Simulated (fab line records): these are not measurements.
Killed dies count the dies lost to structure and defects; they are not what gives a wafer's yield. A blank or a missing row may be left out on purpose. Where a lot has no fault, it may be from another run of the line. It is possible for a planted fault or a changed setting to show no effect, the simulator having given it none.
The tool behind it: which one? | flow ritCmos | 7 lots (21 wafers sampled), 1 step of a 202-step route

WHAT THE GAUGES READ, wafer by wafer
RIT_NLDD_TW_MEAS_10.
lot  | measured    | on           | NLDD_TW
L176 | day 3 17:10 | filmMetro-01 | 2482 2478 2485
L179 | day 4 11:47 | filmMetro-02 | 2501 2511 2500
L181 | day 4 20:11 | filmMetro-01 | 2493 2489 2487
L184 | day 5 09:52 | filmMetro-02 | 2502 2495 2490
L186 | day 5 23:13 | filmMetro-01 | 2475 2483 2476
L189 | day 6 15:53 | filmMetro-03 | 2488 2506 2500
L195 | day 7 18:29 | filmMetro-03 | 2484 2489 2502

TOOL THAT RAN EACH LOT (tool first, then ch and the chambers of the sampled wafers, then the start)
The record holds no process step before these readings.

THE ANSWER, worked out from the rows above alone
Rule: the lots themselves supply what counts as usual. Put in order of their means at a reading, lots are off if they are a third of the lots or fewer, leave a main group of 4 or more, and stand apart from it by a gap of 3 or more times the standard deviation of the main group's means; of several such gaps the widest counts. A main group is skipped when, at the precision printed for the reading in the tables above, its means are all equal. Also off: a lot with no number at a reading for which 4 or more lots have one. All remaining lots with rows at the step are treated as sound.
Nothing can be told from this: no lot is off at any reading shown.

WHAT THE SIMULATOR PUT IN
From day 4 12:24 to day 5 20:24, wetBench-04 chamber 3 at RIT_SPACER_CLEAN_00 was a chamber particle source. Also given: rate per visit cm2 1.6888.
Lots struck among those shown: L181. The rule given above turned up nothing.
